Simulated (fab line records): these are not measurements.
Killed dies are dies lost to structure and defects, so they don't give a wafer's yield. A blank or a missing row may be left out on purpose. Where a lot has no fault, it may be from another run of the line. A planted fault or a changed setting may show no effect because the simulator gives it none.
What tool caused it? ; flow berkeleyCmos170 ; Sampling: 14 lots, 42 wafers, 3 of 331 route steps

== WHAT THE GAUGES SHOWED, per wafer ==
UCB170_PLDD_TW_MEAS_11. Usual: PLDD_TW typically reads 1002, with standard deviation 9.9.
lot;measured;on;PLDD_TW;flag
L414;day 6 11:37;filmMetro-01;991 990 990;
L416;day 6 17:52;filmMetro-01;994 992 991;
L415;day 6 18:20;filmMetro-02;995 996 998;
L419;day 7 08:23;filmMetro-01;995 996 991;
L418;day 7 08:40;filmMetro-01;999 993 991;
L417;day 7 09:12;filmMetro-03;1013 1019 1008;
L421;day 7 21:38;filmMetro-02;992 992 992;
L420;day 7 22:12;filmMetro-01;997 994 987;
L423;day 8 08:19;filmMetro-03;1010 1006 1007;
L422;day 8 08:34;filmMetro-01;996 998 1001;
L424;day 8 21:11;filmMetro-01;999 997 990;
L425;day 8 21:37;filmMetro-02;998 997 1002;
L433;day 10 16:13;filmMetro-03;912 908 906 915 916 912;OFF
L436;day 10 16:56;filmMetro-01;896 899 895 897 894 894;OFF

UCB170_SDANNEAL_RS_MEAS_04: uses a four-point probe to measure. Usual: PLDD_RS typically reads 1031.6 ohm/sq, with standard deviation 2.8.
lot;measured;on;PLDD_RS (ohm/sq);flag
L414;day 6 21:55;filmMetro-03;1034.3 1032.2 1028.1;
L416;day 7 11:15;filmMetro-02;1034.1 1032.4 1032.6;
L415;day 7 11:16;filmMetro-01;1033.4 1034.1 1030.7;
L419;day 8 04:51;filmMetro-02;1034.0 1033.6 1033.6;
L418;day 8 04:53;filmMetro-01;1032.4 1027.3 1028.9;
L417;day 8 04:38;filmMetro-03;1027.1 1028.8 1031.3;
L421;day 8 11:58;filmMetro-03;1027.5 1031.4 1028.7;
L420;day 8 11:34;filmMetro-02;1031.1 1028.3 1031.5;
L423;day 8 20:52;filmMetro-01;1031.3 1035.4 1032.2;
L422;day 8 21:16;filmMetro-02;1024.3 1027.2 1026.4;
L424;day 9 11:17;filmMetro-03;1034.9 1033.2 1036.0;
L425;day 9 11:28;filmMetro-01;1029.1 1026.0 1022.9;
L433;day 11 08:19;filmMetro-03;1356.1 1354.0 1350.7 1353.0 1352.5 1353.7;OFF
L436;day 11 10:48;filmMetro-02;1348.9 1355.3 1351.0 1352.7 1352.9 1353.6;OFF

== TOOL THAT RAN EACH LOT (tool first, then ch and the chambers of the sampled wafers, then the start) ==
lot;UCB170_PLDD_IMPLANT_08
L414;implanter-02 ch 0, day 6 11:13
L416;implanter-04 ch 0, day 6 17:28
L415;implanter-04 ch 0, day 6 17:57
L419;implanter-04 ch 0, day 7 07:59
L418;implanter-02 ch 0, day 7 08:19
L417;implanter-04 ch 0, day 7 08:48
L421;implanter-04 ch 0, day 7 21:14
L420;implanter-02 ch 0, day 7 21:49
L423;implanter-01 ch 0, day 8 07:55
L422;implanter-02 ch 0, day 8 08:12
L424;implanter-02 ch 0, day 8 20:49
L425;implanter-01 ch 0, day 8 21:13
L433;implanter-02 ch 0, day 10 15:50
L436;implanter-02 ch 0, day 10 16:32
- UCB170_PLDD_IMPLANT_08

== WHAT THE TOOLS THEMSELVES READ (means of the sampled wafers that have a number; where no wafer has one, the mark that the record gives instead) ==
UCB170_PLDD_IMPLANT_08. Usual: doseIonsCm2 5.001e+13, standard deviation 5.2e+10; faradayCurrentUA 156, standard deviation 5.4.
lot;tool;doseIonsCm2;faradayCurrentUA;flag
L414;implanter-02;4.999e+13;160;
L416;implanter-04;5.002e+13;160;
L415;implanter-04;5.006e+13;159;
L419;implanter-04;5.001e+13;160;
L418;implanter-02;4.999e+13;158;
L417;implanter-04;5.002e+13;160;
L421;implanter-04;4.997e+13;158;
L420;implanter-02;4.995e+13;155;
L423;implanter-01;5.007e+13;146;
L422;implanter-02;5.004e+13;159;
L424;implanter-02;5.004e+13;156;
L425;implanter-01;5.004e+13;151;
L433;implanter-02;2.066e+13;65;OFF
L436;implanter-02;2.068e+13;65;OFF

== THE ANSWER, worked out from the rows above alone ==
Rule: a lot counts as off when the mean over its wafers that have a number is more than 3 standard deviations away from the usual mean. Also off: a lot with no number at a reading for which 4 or more lots have one. The other lots that the step has rows for count as sound. First the gauges in route order, then the tools' own readings, where a lot's mean is used as printed above. At the first step where some lot is off, the reading lying furthest off is the one used; lots without a number count as furthest.
Off: L433, L436, at UCB170_PLDD_TW_MEAS_11 (PLDD_TW).
A tool fits if, at a process step before that reading, it ran every lot that is off, and no sound lot after the first of them. Not tried: the gauges at UCB170_PLDD_TW_MEAS_11; whatever is off there is also off at UCB170_PLDD_IMPLANT_08, on other tools, and gauge error can't account for it. One candidate fits, namely implanter-02 at UCB170_PLDD_IMPLANT_08. Its last sound lot is L424 (day 8 20:49), its first lot that is off L433 (day 10 15:50): a fault that began between those two fits.
The tool's own readings at UCB170_PLDD_IMPLANT_08 bear it out: on the lots that are off they differ by more than 5 times the standard deviation of the sound lots' means. doseIonsCm2 reads 2.067e+13 there against 5.002e+13 on the sound lots; faradayCurrentUA reads 65 there against 157 on the sound lots.

== WHAT THE SIMULATOR HAD INSERTED ==
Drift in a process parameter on implanter-02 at UCB170_PLDD_IMPLANT_08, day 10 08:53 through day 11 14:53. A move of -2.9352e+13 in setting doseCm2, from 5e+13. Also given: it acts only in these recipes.
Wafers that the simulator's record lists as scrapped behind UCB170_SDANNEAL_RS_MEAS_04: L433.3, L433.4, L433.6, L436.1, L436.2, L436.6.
Struck lots among those shown: L433, L436. The rule above reached the same finding.
